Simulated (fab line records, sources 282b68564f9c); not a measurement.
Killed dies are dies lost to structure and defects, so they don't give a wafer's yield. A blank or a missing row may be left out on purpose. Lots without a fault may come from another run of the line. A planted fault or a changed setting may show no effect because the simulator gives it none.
fab line records | flow rit_cmos
record lots=14 wafers=42 last_day=7
route steps=202 shown CONTACT@172 M1@202
lots that met no fault: from a run of the same line without faults
start_h: hours from the record's first day to the start of the lot's first wafer shown | wait_h: hours since the lot's step before | " the same as in the row above | L1.1+2: a row that stands for several wafers | - no value, or no start given | * or withheld: withheld | < > ~ a bound
route shown NAME@n: a module of which the file shows steps, and the number in the route of the first | usual: mean/standard deviation of fault-free wafers | same: alike in all rows | chamber/n: place in a boat | sites: the reading at each site | _std_site: their standard deviation | _edge_site: outer sites' mean less inner sites' | radius_mm: how far each site lies from the wafer's centre | mask NAME#n: copy n | behind: the tool/chamber that last shaped the wafer | hold: why the lot was held/for how many hours/how that ended | device: the transistor (n, p or np) that didn't switch | end of line: the same wafers' tests at the end of the route | a step without rows: its recipe alone | killed: dies lost to structure and defects at the first sort, not the wafer's yield | map: a wafer's dies, x killed, . not, _ none there
set.NAME: the setting as run; set.NAME@STEP: as run at that earlier step | model.NAME: the simulator's own value behind a step, which no gauge read
steps of the route over a sample of lots; a table a step, a row a wafer
## steps
# step RIT_CONTACT_SOFTBAKE_04
# recipe resist=NOVOLAK temp_c=90 time_s=60
# usual heater_power_total_W=34.56/0.053 plate_temp_C=89.99/0.11
# columns lot.wafer tool chamber start_h wait_h heater_power_total_W plate_temp_C
L218.4 litho_track-01 0 57.13 0.1 34.57 90.00
L218.5 " 0 " " 34.56 90.07
L218.6 " 0 " " 34.53 90.06
L220.3 litho_track-01 0 66.49 0.1 34.51 89.97
L220.5 " 0 " " 34.46 89.82
L220.6 " 0 " " 34.60 90.05
L221.2 litho_track-01 0 72.71 0.1 34.60 89.79
L221.4 " 0 " " 34.56 89.76
L221.5 " 0 " " 34.63 89.89
L222.1 litho_track-03 0 77.27 0.1 34.58 89.98
L222.2 " 0 " " 34.55 89.82
L222.4 " 0 " " 34.64 89.91
L223.1 litho_track-01 0 82.07 0.1 35.56 91.77
L223.2 " 0 " " 35.51 91.64
L223.4 " 0 " " 35.47 91.69
L224.3 litho_track-04 0 88.56 0.1 34.57 89.99
L224.5 " 0 " " 34.58 89.99
L224.6 " 0 " " 34.56 90.17
L226.2 litho_track-04 0 99.36 0.1 34.50 90.02
L226.4 " 0 " " 34.57 90.01
L226.6 " 0 " " 34.56 90.04
L227.2 litho_track-01 0 102.74 0.1 35.57 91.86
L227.5 " 0 " " 35.54 91.72
L227.6 " 0 " " 35.50 91.84
L235.2 litho_track-03 0 138.77 0.1 34.64 89.92
L235.5 " 0 " " 34.58 90.00
L235.6 " 0 " " 34.52 89.95
L237.1 litho_track-04 0 149.00 0.1 34.65 89.99
L237.2 " 0 " " 34.59 90.08
L237.6 " 0 " " 34.52 90.00
L238.2 litho_track-04 0 152.69 0.1 34.57 89.96
L238.4 " 0 " " 34.65 90.11
L238.5 " 0 " " 34.50 90.05
L239.2 litho_track-04 0 159.99 0.1 34.53 90.14
L239.5 " 0 " " 34.56 90.10
L239.6 " 0 " " 34.65 90.02
L240.1 litho_track-03 0 164.00 0.1 34.49 90.15
L240.3 " 0 " " 34.48 89.81
L240.6 " 0 " " 34.54 90.06
L241.2 litho_track-01 0 171.10 0.1 34.48 90.06
L241.5 " 0 " " 34.52 89.96
L241.6 " 0 " " 34.56 90.00
# step RIT_M1_PROBE_99
# usual killed_at_contacts=0.0/0.22 killed_at_front_end=6.6/3 killed_dies=6.6/3 killed_open=3.4/2 killed_short=3.2/2
# same gross_dies=264 killed_at_M0_to_M3=0 killed_at_M4_up=0 killed_at_back_side=0 killed_at_other=0
# columns lot.wafer tool chamber start_h wait_h killed_at_contacts killed_at_front_end killed_dies killed_open killed_short
L235.2 prober-01 - 144.62 0.1 0 8 8 4 4
L235.5 prober-01 - 144.77 0.2 0 4 4 1 3
L235.6 prober-01 - 144.82 0.2 0 9 9 3 6
# killed by level:class
L235.2 GATE:geometric_particle:short=4 GATE:geometric_particle:open=2 FOX2:geometric_particle:open=1 SILICIDE:geometric_particle:open=1
L235.5 REOX:geometric_particle:short=2 FOX1:geometric_particle:short=1 REOX:geometric_particle:open=1
L235.6 FOX1:geometric_particle:short=3 GATE:geometric_particle:open=2 FOX2:geometric_particle:open=1 GATE:geometric_particle:short=1 REOX:geometric_particle:short=1 SILICIDE:geometric_particle:short=1
## key
first_sign step=RIT_CONTACT_SOFTBAKE_04 reading=heater_power_total_W direction=up sigmas=18 usual=34.56 struck=35.52
effect step=RIT_CONTACT_SOFTBAKE_04 reading=plate_temp_C direction=up sigmas=16 usual=* struck=*
met_at RIT_CONTACT_SOFTBAKE_04
struck_lots L223,L227
tester_left_out L223,L227
onset_between 72.71 82.07
fault kind=process_parameter_drift tool=litho_track-01 chamber=- onset_h=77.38 steps=RIT_CONTACT_SOFTBAKE_04 channel=temp_c offset=* shape=step end_h=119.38 acts_in=* stated=*
# tester_left_out: of these lots the tester's yield and bins aren't shown, on N5 and GAA mostly nor the transistor test; their killed dies are dies lost to structure and defects alone, not to doping, threshold or leakage, so they don't give the yield
